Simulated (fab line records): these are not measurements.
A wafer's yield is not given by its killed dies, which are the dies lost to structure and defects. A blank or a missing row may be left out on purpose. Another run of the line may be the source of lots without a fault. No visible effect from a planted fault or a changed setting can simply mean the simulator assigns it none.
A lot that was struck, set against a sound lot	flow berkeley_cmos170	23 out of 331 route steps
Sound: these wafers, L567.1, L567.2, L567.4. Struck: wafers L582.3, L582.5, L582.6. The cause comes at the end.
Per side, at each step with rows, come the tool, then ch with its chambers, and then its first start. Under that, the readings that differ: sound wafers	struck wafers	difference of the means	sigmas: that difference in standard deviations of wafers without a fault.
alike: a reading whose means differ by less than 2 such deviations, as well as words and numbers matching on both sides. not compared: withheld readings; readings where some wafer has no value; bounds like >300 that might hide an equal value; numbers whose values overlap and for which the record gives no deviation.
The two part at a step that has a row with sigmas, a row that says differs or no value, or rows on one side only. When numbers do not overlap yet have no deviation, they are printed without sigmas and do not part them. Lack of a reading on every wafer of one side parts them only where that side has two or more wafers.

first, 3 steps without rows for these wafers: UCB170_ZERO_EXPOSE_03 (exposes mask PM MARKS, target cd 4000 nm); UCB170_ZERO_PEB_04; UCB170_ZERO_DEVELOP_05 (develop time 45 s).
UCB170_ZERO_ETCH_06: etches SiO2 in CHF3/CF4/Ar, time 12 s.
  sound on rie_diel-04 ch 0,2,3, day 2 01:34; struck on rie_diel-02 ch 0,1,2, day 5 09:16
  alike: drypump_motor_current_A, mfc_ar_sccm, oes_product_au, throttle_valve_pct
  not compared: rf_hours_counter_h
UCB170_ZERO_STRIP_07: strips in O2.
  sound on plasma_asher-02 ch 0,1, day 2 01:35; struck on plasma_asher-03 ch 0,1, day 5 09:19
reading	sound	struck	difference	sigmas
strip_time_to_endpoint_s (s)	21.43 21.45 21.41	21.63 21.62 21.56	+0.17	+2
  alike: drypump_motor_current_A, oes_product_au
  not compared: rf_hours_counter_h
then, 2 steps without rows for these wafers: UCB170_NWELL_WET_ETCH_00 (etches SiO2 in dHF, time 200 s); UCB170_NWELL_OXIDATION_01 (target thk 26.4 nm, ox time 1260 s).
UCB170_NWELL_THK_MEAS_02:
  sound on film_metro-01 at day 2 06:23; struck on film_metro-02 at day 5 15:34
  alike: NWELL_OXIDE_THK
then, 2 steps without rows for these wafers: UCB170_NWELL_ANNEAL_03 (time 900 s); UCB170_NWELL_CVD_04 (deposits Si3N4 from SiH2Cl2/NH3, target thk 224 nm, time 3360 s).
UCB170_NWELL_THK_MEAS_05:
  sound on film_metro-01 at day 2 11:15; struck on film_metro-01 at day 6 01:43
  alike: NWELL_NITRIDE_THK
then, 1 step without rows for these wafers: UCB170_NWELL_HMDS_06 (prime time 60 s).
UCB170_NWELL_COAT_07: resist thk 900 nm.
  sound on litho_track-02 ch 0, day 2 11:39; struck on litho_track-03 ch 0, day 6 02:23
reading	sound	struck	difference	sigmas
spin_speed_rpm (rpm)	1502.8 1499.6 1499.7	1398.8 1398.6 1397.9	-102.3	-93
model.KrF_of_NWELL_COAT_07.thk_nm (nm)	901.5 896.6 898.3	937.3 937 935.4	+37.8	
then, 4 steps without rows for these wafers: UCB170_NWELL_SOFTBAKE_08 (time 60 s); UCB170_NWELL_EXPOSE_09 (exposes mask NWELL, target cd 3000 nm); UCB170_NWELL_PEB_10; UCB170_NWELL_DEVELOP_11 (develop time 45 s).
UCB170_NWELL_OVL_MEAS_12:
  sound on overlay-02 at day 2 12:32; struck on overlay-01 at day 6 03:25
  alike: NWELL_OVL
UCB170_NWELL_ETCH_13: etches Si3N4 in CH3F/Ar/O2, stops on SiO2, target depth 246.4 nm, time 154 s.
  sound on rie_diel-04 ch 0,1,2, day 2 12:34; struck on rie_diel-03 ch 0,1, day 6 03:26
reading	sound	struck	difference	sigmas
model.KrF_of_NWELL_COAT_07.thk_nm (nm)	722.4 716.7 720.6	757.4 757.3 752.3	+35.8	
  alike: O2_flow_sccm, drypump_motor_current_A, mfc_ar_sccm, oes_product_au, throttle_valve_pct
  not compared: rf_hours_counter_h
after that, 1 step had no rows for these wafers: UCB170_NWELL_IMPLANT_14.
UCB170_NWELL_STRIP_15: strips in O2.
  sound on plasma_asher-04 ch 0,1, day 2 12:49; struck on plasma_asher-04 ch 0,1, day 6 03:43
reading	sound	struck	difference	sigmas
strip_time_to_endpoint_s (s)	18.05 17.90 18.00	18.89 18.87 18.75	+0.85	+11
  alike: drypump_motor_current_A, oes_product_au
  not compared: rf_hours_counter_h
UCB170_NWELL_TW_MEAS_16:
  sound on film_metro-04 at day 2 12:55; struck on film_metro-02 at day 6 03:48
reading	sound	struck	difference	sigmas
NWELL_TW	1259 1249 1255	1222 1229 1225	-29	-2
-- the record jumps here: 5 days lie between the struck wafers' starts before and after (it left off in module NWELL and takes up again in module M3, whose first step shown is number 331 of the route) --
UCB170_M3_PROBE_99:
  only the struck wafers here have rows in the record (prober-01, day 11 15:38); the sound ones have none

## WHERE THEY PART
Last at UCB170_M3_PROBE_99 as far as this record goes, first at UCB170_ZERO_STRIP_07.

WHY: the cause the simulator had injected
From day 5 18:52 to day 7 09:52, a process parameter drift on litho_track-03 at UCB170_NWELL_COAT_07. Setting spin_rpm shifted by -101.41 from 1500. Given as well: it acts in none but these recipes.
